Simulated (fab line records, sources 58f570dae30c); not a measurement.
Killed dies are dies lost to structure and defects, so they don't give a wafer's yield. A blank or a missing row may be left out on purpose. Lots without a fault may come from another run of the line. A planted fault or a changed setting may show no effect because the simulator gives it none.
A struck lot beside a sound one | flow berkeley_cmos170 | 13 steps out of a route of 331
Sound: wafers L686.1, L686.5, L686.6. Struck: wafers L684.1, L684.3, L684.4. The cause comes at the end.
At each step with rows: each side's tool, then ch and its chambers, then its first start. Under that, the readings that differ: sound wafers | struck wafers | difference of the means | sigmas: that difference in standard deviations of wafers without a fault.
alike: readings whose means differ by less than 2 such deviations, and words and numbers that are the same on both sides. not compared: withheld readings, readings that some wafer has no value for, bounds like >300 that may hide the same value, and numbers for which the record gives no deviation and whose values overlap.
The two part at a step that has a row with sigmas, a row that says differs or no value, or rows on one side only. Numbers that don't overlap but have no deviation are shown without sigmas and don't part them. A reading that every wafer of one side lacks parts them only if that side has two wafers or more.

UCB170_START_BOW_MEAS_00:
  sound on film_metro-01, day 4 03:00; struck on film_metro-01, day 3 17:01
  alike: INCOMING_BOW
then, 2 steps without rows for these wafers: UCB170_START_CLEAN_01 (cleans in dHF, time 60 s); UCB170_START_OXIDATION_02 (target thk 20 nm, ox time 1800 s).
UCB170_START_THK_MEAS_03:
  sound on film_metro-02, day 4 12:22; struck on film_metro-02, day 4 00:10
  alike: START_OXIDE_THK
then, 4 steps without rows for these wafers: UCB170_START_ANNEAL_04 (time 1200 s); UCB170_ZERO_HMDS_00 (prime time 60 s); UCB170_ZERO_COAT_01 (resist thk 900 nm); UCB170_ZERO_SOFTBAKE_02 (time 60 s).
UCB170_ZERO_EXPOSE_03: exposes mask PM MARKS, target cd 4000 nm.
  sound on krf_scanner-01 ch 0, day 4 19:53; struck on krf_scanner-02, day 4 04:56
  no value came back on the struck wafers for exposure_dose_mJ_cm2, focus_offset_nm (nm), reticle_temp_C (C); on the sound wafers exposure_dose_mJ_cm2 reads 29.973 30.011 30.011
  alike: mask
then, 2 steps without rows for these wafers: UCB170_ZERO_PEB_04; UCB170_ZERO_DEVELOP_05 (develop time 45 s).
UCB170_ZERO_ETCH_06: etches SiO2 in CHF3/CF4/Ar, time 12 s.
  sound on rie_diel-02 ch 0,1, day 4 21:11; struck on rie_diel-02 ch 0,3, day 4 05:23
  reading                | sound             | struck            | difference | sigmas
  oes_product_au (a.u.)  | 0.618 0.616 0.617 | 0.366 0.373 0.374 | -0.246     | -27
  throttle_valve_pct (%) | 8.96 8.97 9.34    | 9.35 9.33 9.33    | +0.25      | +2
  alike: drypump_motor_current_A
  not compared: rf_hours_counter_h
UCB170_ZERO_STRIP_07: strips in O2.
  sound on plasma_asher-01 ch 0,1, day 4 21:12; struck on plasma_asher-03 ch 0,1, day 4 05:25
  alike: drypump_motor_current_A, o2_flow_sccm, oes_product_au, strip_time_to_endpoint_s
  not compared: rf_hours_counter_h

WHERE THEY PART
First at UCB170_ZERO_EXPOSE_03; last, within this record, at UCB170_ZERO_ETCH_06. Later steps at which nothing parts them and some readings are alike: UCB170_ZERO_STRIP_07.

WHY: what the simulator had put in
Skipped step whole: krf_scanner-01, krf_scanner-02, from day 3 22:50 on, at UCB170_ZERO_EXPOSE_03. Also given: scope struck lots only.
